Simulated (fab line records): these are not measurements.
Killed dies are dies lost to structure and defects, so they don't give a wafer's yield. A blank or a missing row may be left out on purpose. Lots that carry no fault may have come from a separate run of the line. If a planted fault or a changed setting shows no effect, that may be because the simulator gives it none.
The same fault as seen by 2 desks / flow berkeleyCmos170 / each desk has only its own numbers; what lay behind them comes last

== AT THE TOOL OWNER'S DESK: krfScanner-02 ==
The tool's own readings at UCB170_PLDD_EXPOSE_03 (exposes mask PSELECT, target cd 1200 nm): means of the sampled wafers that have a number, for each lot that ran on this tool. Marked OUT: a lot whose mean sits more than 4 standard deviations from the usual mean, which makes it out of limits; the brackets give that distance.
Columns: A = exposureDoseMJCm2 at UCB170_PLDD_EXPOSE_03, usual 30.10
lot=L661; first seen here=day 7 10:42; A=30.09
lot=L662; first seen here=day 8 00:53; A=30.09
lot=L664; first seen here=day 8 09:39; A=30.08
lot=L663; first seen here=day 8 09:50; A=30.10
This desk's finding: nothing out of limits on any of the 4 lots.

== THE METROLOGY DESK ==
What the gauges read, lot by lot, whatever tool the lot ran on: means of the sampled wafers that have a number. Marked OUT: a lot whose mean sits more than 4 standard deviations from the usual mean, which makes it out of limits; the brackets give that distance.
Columns: A = PLDD_OVL at UCB170_PLDD_OVL_MEAS_07, usual -2 nm; B = NLDD_OVL at UCB170_NLDD_OVL_MEAS_07, usual -2 nm
lot=L654; first seen here=day 6 09:36; A=-1; B=-4
lot=L656; first seen here=day 6 10:09; A=-3; B=-8
lot=L655; first seen here=day 6 10:27; A=-10; B=-9
lot=L661; first seen here=day 7 11:19; A=326 (+58) OUT; B=-3
lot=L660; first seen here=day 7 11:33; A=-3; B=-4
lot=L662; first seen here=day 8 01:23; A=321 (+57) OUT; B=-2
lot=L664; first seen here=day 8 10:08; A=331 (+58) OUT; B=-7
lot=L663; first seen here=day 8 10:19; A=318 (+56) OUT; B=-6
lot=L670; first seen here=day 9 08:56; A=-4; B=3
lot=L669; first seen here=day 9 09:13; A=-8; B=3
lot=L674; first seen here=day 10 05:56; A=1; B=-7
lot=L675; first seen here=day 11 02:19; A=-2; B=-4
lot=L673; first seen here=day 11 02:53; A=-11; B=-7
This desk reports L661, L662, L663, L664 out of limits; the earliest was L661 at day 7 11:19 (PLDD_OVL at UCB170_PLDD_OVL_MEAS_07). L654, L656, L655, L660, L670, L669, L674, L675, L673 stayed within limits.

== BROUGHT TOGETHER ==
The metrology desk could have raised an alarm at day 7 11:19, on L661, L662, L663, L664.
The tool owner's desk saw nothing out of limits.
The tool owner's desk has L661, L662, L663, L664 on record, within its limits.
UCB170_PLDD_EXPOSE_03 was run on krfScanner-02 by each of the lots named.

== WHAT WAS PUT IN BY THE SIMULATOR ==
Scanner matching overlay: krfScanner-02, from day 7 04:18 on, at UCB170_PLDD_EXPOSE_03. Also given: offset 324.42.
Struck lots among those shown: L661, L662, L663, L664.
Per desk, hours elapsed from the start of the fault to the first reading out of limits: for the metrology desk, 7.
